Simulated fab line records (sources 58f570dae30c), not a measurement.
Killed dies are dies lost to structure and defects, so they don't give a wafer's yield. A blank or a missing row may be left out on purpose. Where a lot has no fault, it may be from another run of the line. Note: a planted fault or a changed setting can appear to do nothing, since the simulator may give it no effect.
Chamber matching + flow berkeley_cmos170 + UCB170_SCREENOX_WET_ETCH_00 on wet_bench-01 has 3 sister chambers
The step etches SiO2 in dHF, time 200 s. 18 wafers are shown with their chamber, then 6 later ones without.

== WAFERS, EACH WITH ITS CHAMBER ==
| wafer  | chamber | run_length_s (s) | bath_heat_duty_pct (%) |
|--------|---------|------------------|------------------------|
| L208.1 | 0       | 224              | 7.2                    |
| L208.4 | 0       | 224              | 7.3                    |
| L208.6 | 0       | 224              | 6.9                    |
| L209.3 | 2       | 225              | 6.8                    |
| L209.4 | 2       | 225              | 6.9                    |
| L209.6 | 2       | 225              | 5.8                    |
| L215.1 | 2       | 226              | 7.1                    |
| L215.5 | 2       | 226              | 5.8                    |
| L215.6 | 2       | 226              | 6.4                    |
| L216.2 | 2       | 227              | 6.5                    |
| L216.3 | 2       | 227              | 5.4                    |
| L216.5 | 2       | 227              | 5.7                    |
| L217.2 | 1       | 226              | 6.7                    |
| L217.3 | 1       | 226              | 5.8                    |
| L217.6 | 1       | 226              | 6.0                    |
| L218.1 | 2       | 233              | 5.2                    |
| L218.4 | 2       | 233              | 5.8                    |
| L218.6 | 2       | 233              | 6.4                    |

SIGNATURES (averages over the wafers above)
| reading            | chamber 0 | chamber 1 | chamber 2 | scatter within a chamber |
|--------------------|-----------|-----------|-----------|--------------------------|
| run_length_s       | 224.00    | 226.00    | 227.75    | 2.78                     |
| bath_heat_duty_pct | 7.133     | 6.167     | 6.150     | 0.56                     |
Rule: a wafer lies at a distance from a chamber equal to the root of the sum of squares, over the readings, of (its reading less the chamber's mean, divided by the reading's scatter). If the next closest chamber is less than 2 further off than the closest, the wafer can't be placed; otherwise it belongs to the closest. How the scatter is found: for the shown wafers, subtract from each reading the mean of its chamber, square and add these, divide the total by (wafers less chambers), then take the root.

== WAFERS WITH NO CHAMBER GIVEN ==
| wafer  | run_length_s (s) | bath_heat_duty_pct (%) |
|--------|------------------|------------------------|
| L219.2 | 234              | 6.6                    |
| L219.4 | 234              | 5.4                    |
| L219.6 | 234              | 6.0                    |
| L224.2 | 224              | 6.8                    |
| L224.4 | 224              | 6.0                    |
| L224.6 | 224              | 6.7                    |

== THE CHAMBER EACH PASSED THROUGH ==
| wafer  | from the rows above          | in truth |
|--------|------------------------------|----------|
| L219.2 | can't be placed: 2 or 1 or 0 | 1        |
| L219.4 | can't be placed: 2 or 1      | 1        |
| L219.6 | can't be placed: 2 or 1 or 0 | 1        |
| L224.2 | can't be placed: 0 or 1 or 2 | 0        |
| L224.4 | can't be placed: 1 or 2 or 0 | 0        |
| L224.6 | can't be placed: 0 or 1 or 2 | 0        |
Correctly placed: 0 of 6. Unplaceable from these rows: 6, with the true chamber sitting among the candidates in 6. 0 placed wrongly.
